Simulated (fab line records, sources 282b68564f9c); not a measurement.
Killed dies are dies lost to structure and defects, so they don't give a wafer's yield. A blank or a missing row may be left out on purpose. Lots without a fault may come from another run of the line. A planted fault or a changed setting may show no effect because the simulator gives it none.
A struck lot beside a sound one | flow rit_cmos | 15 steps out of a route of 202
Sound: wafers L970.1, L970.5, L970.6. Struck: wafers L978.1, L978.3, L978.4. The cause comes at the end.
At each step with rows: each side's tool, then ch and its chambers, then its first start. Under that, the readings that differ: sound wafers | struck wafers | difference of the means | sigmas: that difference in standard deviations of wafers without a fault.
alike: readings whose means differ by less than 2 such deviations, and words and numbers that are the same on both sides. not compared: withheld readings, readings that some wafer has no value for, bounds like >300 that may hide the same value, and numbers for which the record gives no deviation and whose values overlap.
The two part at a step that has a row with sigmas, a row that says differs or no value, or rows on one side only. Numbers that don't overlap but have no deviation are shown without sigmas and don't part them. A reading that every wafer of one side lacks parts them only if that side has two wafers or more.

RIT_ACTIVE_BOW_MEAS_00:
  sound on film_metro-04, day 2 06:07; struck on film_metro-02, day 3 22:00
  alike: INCOMING_BOW
then, 1 step without rows for these wafers: RIT_ACTIVE_OXIDATION_01 (target thk 46.8 nm, ox time 3360 s).
RIT_ACTIVE_THK_MEAS_02:
  sound on film_metro-04, day 2 12:05; struck on film_metro-02, day 4 00:03
  alike: ACTIVE_OXIDE_THK
then, 1 step without rows for these wafers: RIT_ACTIVE_CVD_03 (deposits Si3N4 from SiH2Cl2/NH3, target thk 150 nm, time 1500 s).
RIT_ACTIVE_THK_MEAS_04:
  sound on film_metro-02, day 2 13:34; struck on film_metro-02, day 4 01:32
  alike: ACTIVE_NITRIDE_THK
then, 6 steps without rows for these wafers: RIT_ACTIVE_HMDS_05 (prime time 61.54 s); RIT_ACTIVE_COAT_06 (resist thk 1000 nm); RIT_ACTIVE_SOFTBAKE_07 (time 60 s); RIT_ACTIVE_EXPOSE_08 (exposes mask M1, target cd 1400 nm); RIT_ACTIVE_PEB_09; RIT_ACTIVE_DEVELOP_10 (develop time 50 s).
RIT_ACTIVE_CD_MEAS_11: target cd 1400 nm.
  sound on cd_sem-02, day 2 14:28; struck on cd_sem-02, day 4 02:34
  alike: cd_nm
RIT_ACTIVE_HARDBAKE_12: time 60 s.
  sound on litho_track-03 ch 0, day 2 14:35; struck on litho_track-03 ch 0, day 4 02:41
  reading                  | sound                | struck               | difference | sigmas
  heater_power_total_W (W) | 62.51 62.62 62.56    | 64.51 64.44 64.49    | +1.92      | +41
  plate_temp_C (C)         | 139.98 140.05 140.08 | 143.21 143.30 143.19 | +3.20      | +25
  alike: resist_line_temp_C
RIT_ACTIVE_ETCH_13: etches Si3N4 in SF6, stops on SiO2, time 210 s, target depth 210 nm.
  sound on rie_diel-02 ch 0,2,3, day 2 14:44; struck on rie_diel-03 ch 0,1,3, day 4 02:50
  alike: drypump_motor_current_A, oes_product_au, rf_fwd_power_W, throttle_valve_pct
  not compared: rf_hours_counter_h
RIT_M1_PROBE_99:
  sound on prober-01, day 4 14:37; struck on prober-01, day 5 22:10
  alike: killed_at_M0_to_M3, killed_at_contacts, killed_at_front_end, killed_dies, killed_on_rim, killed_open, killed_short

WHERE THEY PART
Only at RIT_ACTIVE_HARDBAKE_12, within this record. Later steps at which nothing parts them and some readings are alike: RIT_ACTIVE_ETCH_13, RIT_M1_PROBE_99.

WHY: what the simulator had put in
Process parameter drift: litho_track-03, from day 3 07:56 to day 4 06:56, at RIT_ACTIVE_HARDBAKE_12. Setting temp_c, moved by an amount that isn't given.
